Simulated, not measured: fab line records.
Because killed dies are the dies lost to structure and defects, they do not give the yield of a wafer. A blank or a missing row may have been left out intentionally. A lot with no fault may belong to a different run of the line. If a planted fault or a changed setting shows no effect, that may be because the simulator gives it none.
Split-lot study :: flow berkeley cmos170 :: 23 wafers read across 5 lots, on a route 331 steps long

THE SPLIT
At UCB170_NSD_PEB_04, the setting peb temp c was moved away from the recipe's 130 C on 8 of the 23 wafers read, by -2.6% to -1.5%. This setting was run at the recipe's value on the other wafers.

SPLIT TO READING: what lies between them in the file, 1 step
- UCB170_NSD_DEVELOP_05: develop time 45 s (also split here: develop time s)

THE READING
Shown in nm: cd nm at UCB170_NSD_CD_MEAS_06, with target cd 1200 nm. On this fab line, fault-free wafers typically give 1199.3 nm with a standard deviation of 1.7 nm.

wafer: L074.1
tool, chamber at the split: litho track-04, 0
peb temp c as run, C: 130
against the recipe: recipe
cd nm, nm: 1198.6
against lot-mates on the recipe: -

wafer: L074.2
tool, chamber at the split: litho track-04, 0
peb temp c as run, C: 130
against the recipe: recipe
cd nm, nm: 1199.9
against lot-mates on the recipe: -

wafer: L074.3
tool, chamber at the split: litho track-04, 0
peb temp c as run, C: 127.1
against the recipe: -2.2%
cd nm, nm: 1177.4
against lot-mates on the recipe: -22.4

wafer: L074.4
tool, chamber at the split: litho track-04, 0
peb temp c as run, C: 127.1
against the recipe: -2.2%
cd nm, nm: 1178.0
against lot-mates on the recipe: -21.8

wafer: L074.6
tool, chamber at the split: litho track-04, 0
peb temp c as run, C: 130
against the recipe: recipe
cd nm, nm: 1200.9
against lot-mates on the recipe: -

wafer: L078.1
tool, chamber at the split: litho track-03, 0
peb temp c as run, C: 130
against the recipe: recipe
cd nm, nm: 1201.1
against lot-mates on the recipe: -

wafer: L078.2
tool, chamber at the split: litho track-03, 0
peb temp c as run, C: 130
against the recipe: recipe
cd nm, nm: 1202.2
against lot-mates on the recipe: -

wafer: L078.3
tool, chamber at the split: litho track-03, 0
peb temp c as run, C: 130
against the recipe: recipe
cd nm, nm: 1200.3
against lot-mates on the recipe: -

wafer: L078.4
tool, chamber at the split: litho track-03, 0
peb temp c as run, C: 130
against the recipe: recipe
cd nm, nm: 1200.2
against lot-mates on the recipe: -

wafer: L078.6
tool, chamber at the split: litho track-03, 0
peb temp c as run, C: 130
against the recipe: recipe
cd nm, nm: 1201.1
against lot-mates on the recipe: -

wafer: L079.2
tool, chamber at the split: litho track-01, 0
peb temp c as run, C: 130
against the recipe: recipe
cd nm, nm: 1201.3
against lot-mates on the recipe: -

wafer: L079.3
tool, chamber at the split: litho track-01, 0
peb temp c as run, C: 130
against the recipe: recipe
cd nm, nm: 1201.5
against lot-mates on the recipe: -

wafer: L079.4
tool, chamber at the split: litho track-01, 0
peb temp c as run, C: 128
against the recipe: -1.5%
cd nm, nm: 1186.8
against lot-mates on the recipe: -14.6

wafer: L079.5
tool, chamber at the split: litho track-01, 0
peb temp c as run, C: 128
against the recipe: -1.5%
cd nm, nm: 1185.8
against lot-mates on the recipe: -15.6

wafer: L079.6
tool, chamber at the split: litho track-01, 0
peb temp c as run, C: 128
against the recipe: -1.5%
cd nm, nm: 1187.3
against lot-mates on the recipe: -14.1

wafer: L084.2
tool, chamber at the split: litho track-03, 0
peb temp c as run, C: 130
against the recipe: recipe
cd nm, nm: 1200.3
against lot-mates on the recipe: -

wafer: L084.4
tool, chamber at the split: litho track-03, 0
peb temp c as run, C: 130
against the recipe: recipe
cd nm, nm: 1199.4
against lot-mates on the recipe: -

wafer: L084.5
tool, chamber at the split: litho track-03, 0
peb temp c as run, C: 130
against the recipe: recipe
cd nm, nm: 1200.3
against lot-mates on the recipe: -

wafer: L083.1
tool, chamber at the split: litho track-03, 0
peb temp c as run, C: 130
against the recipe: recipe
cd nm, nm: 1199.6
against lot-mates on the recipe: -

wafer: L083.3
tool, chamber at the split: litho track-03, 0
peb temp c as run, C: 126.6
against the recipe: -2.6%
cd nm, nm: 1173.8
against lot-mates on the recipe: -25.2

wafer: L083.4
tool, chamber at the split: litho track-03, 0
peb temp c as run, C: 126.6
against the recipe: -2.6%
cd nm, nm: 1173.4
against lot-mates on the recipe: -25.6

wafer: L083.5
tool, chamber at the split: litho track-03, 0
peb temp c as run, C: 126.6
against the recipe: -2.6%
cd nm, nm: 1173.9
against lot-mates on the recipe: -25.1

wafer: L083.6
tool, chamber at the split: litho track-03, 0
peb temp c as run, C: 130
against the recipe: recipe
cd nm, nm: 1198.5
against lot-mates on the recipe: -

FIT RESULTS
A straight line over all 23 wafers: cd nm changes by +9.99 nm for each +1% of peb temp c; r = +0.99; the points scatter about the line by 1.1 nm.
The same after taking each lot's own level away (the mean of its wafers on the recipe; 23 wafers): +9.74 nm for each +1%; r = +1.00; scatter 0.63 nm.
According to that fit, moving peb temp c by its largest amount changes the reading by 25 nm.
Measured against the standard deviation above, the lots' own levels, which go from 1199.05 to 1201.40 nm, span 1.4 times it.
Consequently the slope shifts little with the lot-to-lot level, the two slopes agreeing.
Check: with one of the wafers moved furthest among these (-2.6%) left out of the fit, the line predicts -25.5 nm for it against its lot-mates. It came out at -25.2 nm against them.

FURTHER SPLITS ON THESE WAFERS
Other splits were also applied to these wafers ahead of the reading. Each is held against what the fit with the lots' levels taken away leaves over:
other split on the same wafers: UCB170_START_OXIDATION_02 temp c
wafers away from the commonest value: 18
r with cd nm (lot level and that fit taken away): -0.05

other split on the same wafers: UCB170_NWELL_IMPLANT_14 energy kev
wafers away from the commonest value: 8
r with cd nm (lot level and that fit taken away): -0.20

other split on the same wafers: UCB170_PWELL_IMPLANT_15 energy kev
wafers away from the commonest value: 6
r with cd nm (lot level and that fit taken away): +0.23

other split on the same wafers: UCB170_PFIELD_IMPLANT_07 dose cm2
wafers away from the commonest value: 10
r with cd nm (lot level and that fit taken away): +0.14

other split on the same wafers: UCB170_FIELD_OXIDATION_01 temp c
wafers away from the commonest value: 15
r with cd nm (lot level and that fit taken away): -0.11

other split on the same wafers: UCB170_PVT_HMDS_00 prime temp c
wafers away from the commonest value: 10
r with cd nm (lot level and that fit taken away): -0.02

other split on the same wafers: UCB170_NLDD_COAT_01 resist thk nm
wafers away from the commonest value: 11
r with cd nm (lot level and that fit taken away): +0.00

other split on the same wafers: UCB170_NLDD_EXPOSE_03 dose mj
wafers away from the commonest value: 8
r with cd nm (lot level and that fit taken away): +0.04

other split on the same wafers: UCB170_NLDD_IMPLANT_08 dose cm2
wafers away from the commonest value: 10
r with cd nm (lot level and that fit taken away): -0.24

other split on the same wafers: UCB170_NSD_DEVELOP_05 develop time s
wafers away from the commonest value: 9
r with cd nm (lot level and that fit taken away): +0.25

FILE'S OWN FIT
cd nm changes by +9.75 nm for each +1% of peb temp c, r = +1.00.
